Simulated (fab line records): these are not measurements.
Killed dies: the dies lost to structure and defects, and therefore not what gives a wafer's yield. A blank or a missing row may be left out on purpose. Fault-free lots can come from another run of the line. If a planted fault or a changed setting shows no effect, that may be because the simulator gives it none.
What tool caused it? | flow berkeley cmos170 | Sampling: 13 lots, 39 wafers, 6 of 331 route steps

WHAT THE GAUGES SHOWED, per wafer
UCB170_PLDD_TW_MEAS_11. Usual: PLDD_TW 1006, standard deviation 6.8.
lot  | measured     | on            | PLDD_TW        | flag
L286 | day 6 07:59  | film metro-03 | 1002 996 1008  |
L287 | day 6 08:27  | film metro-01 | 1003 998 1003  |
L289 | day 6 17:53  | film metro-01 | 1000 1002 996  |
L290 | day 7 02:04  | film metro-03 | 1008 1009 1012 |
L293 | day 7 09:17  | film metro-01 | 994 1000 1000  |
L299 | day 9 04:27  | film metro-01 | 1005 1009 999  |
L301 | day 9 09:00  | film metro-03 | 996 999 1003   |
L303 | day 9 17:58  | film metro-02 | 1014 1008 1010 |
L302 | day 9 18:12  | film metro-01 | 1001 999 1009  |
L305 | day 9 22:43  | film metro-02 | 1012 1013 1015 |
L304 | day 9 22:53  | film metro-03 | 998 999 994    |
L308 | day 10 14:04 | film metro-01 | 1004 1004 1003 |
L309 | day 10 20:35 | film metro-02 | 1014 1011 1008 |

UCB170_NSD_TW_MEAS_10. Usual: NSD_TW 4176, standard deviation 29.
lot  | measured     | on            | NSD_TW         | flag
L286 | day 6 19:16  | film metro-01 | 4182 4153 4170 |
L287 | day 6 19:48  | film metro-03 | 4167 4177 4149 |
L289 | day 7 03:41  | film metro-02 | 4194 4202 4193 |
L290 | day 7 13:32  | film metro-03 | 4158 4180 4162 |
L293 | day 7 20:34  | film metro-01 | 30 30 30       | OFF
L299 | day 9 15:24  | film metro-02 | 4228 4225 4203 |
L301 | day 9 19:24  | film metro-02 | 4187 4200 4216 |
L303 | day 10 03:27 | film metro-01 | 4162 4182 4163 |
L302 | day 10 03:04 | film metro-01 | 4169 4155 4147 |
L305 | day 10 08:34 | film metro-02 | 4201 4198 4169 |
L304 | day 10 08:53 | film metro-01 | 4145 4155 4141 |
L308 | day 11 00:37 | film metro-02 | 4206 4212 4205 |
L309 | day 11 05:37 | film metro-01 | 4137 4151 4148 |

WHICH TOOL RAN EACH LOT (tool, then ch and the chambers of the sampled wafers, then the start)
lot  | UCB170_PLDD_STRIP_10                 | UCB170_SPACER_ETCHBACK_03          | UCB170_PSD_STRIP_09                  | UCB170_NSD_STRIP_09
L286 | plasma asher-02 ch 0,1, day 6 07:54  | rie diel-02 ch 0,2,3, day 6 15:30  | plasma asher-01 ch 0,1, day 6 16:53  | plasma asher-03 ch 0,1, day 6 19:11
L287 | plasma asher-03 ch 0,1, day 6 08:20  | rie diel-01 ch 0,3, day 6 15:30    | plasma asher-04 ch 0,1, day 6 17:22  | plasma asher-03 ch 0,1, day 6 19:41
L289 | plasma asher-02 ch 0,1, day 6 17:47  | rie diel-01 ch 1,3, day 7 00:02    | plasma asher-02 ch 0,1, day 7 01:16  | plasma asher-03 ch 0,1, day 7 03:35
L290 | plasma asher-03 ch 0,1, day 7 01:58  | rie diel-01 ch 0,1,3, day 7 10:04  | plasma asher-02 ch 0,1, day 7 11:49  | plasma asher-04 ch 0,1, day 7 13:26
L293 | plasma asher-02 ch 0,1, day 7 09:11  | rie diel-02 ch 0,1,2, day 7 16:03  | plasma asher-02 ch 0,1, day 7 17:17  | plasma asher-04 ch 0,1, day 7 20:28
L299 | plasma asher-02 ch 0,1, day 9 04:21  | rie diel-01 ch 0,2,3, day 9 11:31  | plasma asher-04 ch 0,1, day 9 13:03  | plasma asher-01 ch 0,1, day 9 15:18
L301 | plasma asher-01 ch 0,1, day 9 08:54  | rie diel-01 ch 0,1,2, day 9 15:40  | plasma asher-01 ch 0,1, day 9 17:21  | plasma asher-03 ch 0,1, day 9 19:18
L303 | plasma asher-03 ch 0,1, day 9 17:52  | rie diel-02 ch 0,1, day 10 00:05   | plasma asher-02 ch 0,1, day 10 01:40 | plasma asher-03 ch 0,1, day 10 03:21
L302 | plasma asher-01 ch 0,1, day 9 18:06  | rie diel-01 ch 0,1,3, day 10 00:05 | plasma asher-01 ch 0,1, day 10 01:25 | plasma asher-01 ch 0,1, day 10 02:58
L305 | plasma asher-01 ch 0,1, day 9 22:37  | rie diel-01 ch 0,2,3, day 10 05:32 | plasma asher-04 ch 0,1, day 10 06:58 | plasma asher-03 ch 0,1, day 10 08:28
L304 | plasma asher-03 ch 0,1, day 9 22:47  | rie diel-02 ch 0,1,3, day 10 05:32 | plasma asher-02 ch 0,1, day 10 07:05 | plasma asher-04 ch 0,1, day 10 08:47
L308 | plasma asher-02 ch 0,1, day 10 13:58 | rie diel-02 ch 0,1,2, day 10 20:44 | plasma asher-04 ch 0,1, day 10 22:28 | plasma asher-04 ch 0,1, day 11 00:31
L309 | plasma asher-01 ch 0,1, day 10 20:30 | rie diel-01 ch 0,3, day 11 02:06   | plasma asher-04 ch 0,1, day 11 03:31 | plasma asher-01 ch 0,1, day 11 05:31
- UCB170_PLDD_STRIP_10: strips in O2.
- UCB170_SPACER_ETCHBACK_03: etches SiO2 in CHF3/CF4/Ar, stops on Si, target depth 376 nm, time 100 s.
- UCB170_PSD_STRIP_09: strips in O2.
- UCB170_NSD_STRIP_09: strips in O2.

WHAT THE TOOLS THEMSELVES READ (means of the sampled wafers that have a number; where no wafer has one, the mark that the record gives instead)
UCB170_PLDD_STRIP_10. Usual: drypump motor current A 5.74 A, standard deviation 0.15; oes product au 0.735 a.u., standard deviation 0.0044; strip time to endpoint s 21.66 s, standard deviation 0.062.
lot  | tool            | drypump motor current A (A) | oes product au (a.u.) | strip time to endpoint s (s) | flag
L286 | plasma asher-02 | 5.74                        | 0.738                 | 21.59                        |
L287 | plasma asher-03 | 5.59                        | 0.737                 | 21.69                        |
L289 | plasma asher-02 | 5.69                        | 0.736                 | 21.58                        |
L290 | plasma asher-03 | 5.72                        | 0.734                 | 21.62                        |
L293 | plasma asher-02 | 5.72                        | 0.732                 | 21.64                        |
L299 | plasma asher-02 | 5.73                        | 0.733                 | 21.62                        |
L301 | plasma asher-01 | 5.89                        | 0.737                 | 21.67                        |
L303 | plasma asher-03 | 5.60                        | 0.732                 | 21.65                        |
L302 | plasma asher-01 | 5.87                        | 0.734                 | 21.49                        |
L305 | plasma asher-01 | 5.86                        | 0.731                 | 21.74                        |
L304 | plasma asher-03 | 5.71                        | 0.735                 | 21.69                        |
L308 | plasma asher-02 | 5.70                        | 0.733                 | 21.68                        |
L309 | plasma asher-01 | 5.86                        | 0.734                 | 21.73                        |

UCB170_SPACER_ETCHBACK_03. Usual: cf4 flow sccm 10.000 sccm, standard deviation 0.027; drypump motor current A 5.6 A, standard deviation 0.47; oes product au 0.901 a.u., standard deviation 0.017; throttle valve pct 6.52 %, standard deviation 0.09.
lot  | tool        | cf4 flow sccm (sccm) | drypump motor current A (A) | oes product au (a.u.) | throttle valve pct (%) | flag
L286 | rie diel-02 | 9.985                | 5.5                         | 0.897                 | 6.50                   |
L287 | rie diel-01 | 9.995                | 5.3                         | 0.887                 | 6.47                   |
L289 | rie diel-01 | 9.999                | 5.2                         | 0.886                 | 6.49                   |
L290 | rie diel-01 | 9.986                | 5.2                         | 0.879                 | 6.52                   |
L293 | rie diel-02 | 9.987                | 6.0                         | 0.888                 | 6.49                   |
L299 | rie diel-01 | 10.010               | 5.3                         | 0.900                 | 6.50                   |
L301 | rie diel-01 | 9.991                | 5.4                         | 0.890                 | 6.61                   |
L303 | rie diel-02 | 10.008               | 6.1                         | 0.915                 | 6.51                   |
L302 | rie diel-01 | 9.989                | 5.3                         | 0.908                 | 6.53                   |
L305 | rie diel-01 | 10.010               | 5.3                         | 0.896                 | 6.51                   |
L304 | rie diel-02 | 9.981                | 5.7                         | 0.906                 | 6.51                   |
L308 | rie diel-02 | 10.014               | 6.0                         | 0.927                 | 6.50                   |
L309 | rie diel-01 | 10.000               | 5.3                         | 0.889                 | 6.48                   |

UCB170_PSD_STRIP_09. Usual: drypump motor current A 5.82 A, standard deviation 0.099; oes product au 0.600 a.u., standard deviation 0.005; strip time to endpoint s 29.42 s, standard deviation 0.076.
lot  | tool            | drypump motor current A (A) | oes product au (a.u.) | strip time to endpoint s (s) | flag
L286 | plasma asher-01 | 5.86                        | 0.602                 | 29.43                        |
L287 | plasma asher-04 | 5.85                        | 0.600                 | 29.36                        |
L289 | plasma asher-02 | 5.68                        | 0.603                 | 29.40                        |
L290 | plasma asher-02 | 5.68                        | 0.595                 | 29.44                        |
L293 | plasma asher-02 | 5.73                        | 0.443                 | -                            | OFF
L299 | plasma asher-04 | 5.89                        | 0.603                 | 29.40                        |
L301 | plasma asher-01 | 5.89                        | 0.601                 | 29.47                        |
L303 | plasma asher-02 | 5.67                        | 0.602                 | 29.56                        |
L302 | plasma asher-01 | 5.87                        | 0.599                 | 29.43                        |
L305 | plasma asher-04 | 5.81                        | 0.602                 | 29.42                        |
L304 | plasma asher-02 | 5.74                        | 0.600                 | 29.49                        |
L308 | plasma asher-04 | 5.88                        | 0.601                 | 29.38                        |
L309 | plasma asher-04 | 5.87                        | 0.596                 | 29.40                        |

UCB170_NSD_STRIP_09. Usual: drypump motor current A 5.77 A, standard deviation 0.17; oes product au 0.534 a.u., standard deviation 0.0046; strip time to endpoint s 35.84 s, standard deviation 0.082.
lot  | tool            | drypump motor current A (A) | oes product au (a.u.) | strip time to endpoint s (s) | flag
L286 | plasma asher-03 | 5.61                        | 0.530                 | 35.74                        |
L287 | plasma asher-03 | 5.57                        | 0.534                 | 35.75                        |
L289 | plasma asher-03 | 5.60                        | 0.532                 | 35.93                        |
L290 | plasma asher-04 | 5.88                        | 0.532                 | 35.76                        |
L293 | plasma asher-04 | 5.90                        | 0.611                 | 56.12                        | OFF
L299 | plasma asher-01 | 5.88                        | 0.536                 | 35.67                        |
L301 | plasma asher-03 | 5.57                        | 0.533                 | 35.80                        |
L303 | plasma asher-03 | 5.74                        | 0.535                 | 35.86                        |
L302 | plasma asher-01 | 5.86                        | 0.534                 | 35.99                        |
L305 | plasma asher-03 | 5.58                        | 0.536                 | 35.85                        |
L304 | plasma asher-04 | 5.87                        | 0.537                 | 35.86                        |
L308 | plasma asher-04 | 5.83                        | 0.530                 | 35.85                        |
L309 | plasma asher-01 | 5.86                        | 0.534                 | 35.86                        |

THE ANSWER, worked out from the rows above alone
Rule: a lot counts as off when the mean over its wafers that have a number is more than 3 standard deviations away from the usual mean. Also off: a lot with no number at a reading for which 4 or more lots have one. The other lots that the step has rows for count as sound. After the gauges, taken in route order, come the tools' own readings; for these a lot's mean is taken, as printed above. At the first step where some lot is off, the reading lying furthest off is the one used; lots without a number count as furthest.
Off: at UCB170_NSD_TW_MEAS_10 (NSD_TW), L293.
If a tool, at a process step before that reading, ran all the lots that are off and no sound lot after the first of them, it fits. Not tried: the gauges at UCB170_NSD_TW_MEAS_10; whatever is off there is also off at UCB170_PSD_STRIP_09, on other tools, and gauge error can't account for it. None of those tried fits.

WHAT WAS PUT IN BY THE SIMULATOR
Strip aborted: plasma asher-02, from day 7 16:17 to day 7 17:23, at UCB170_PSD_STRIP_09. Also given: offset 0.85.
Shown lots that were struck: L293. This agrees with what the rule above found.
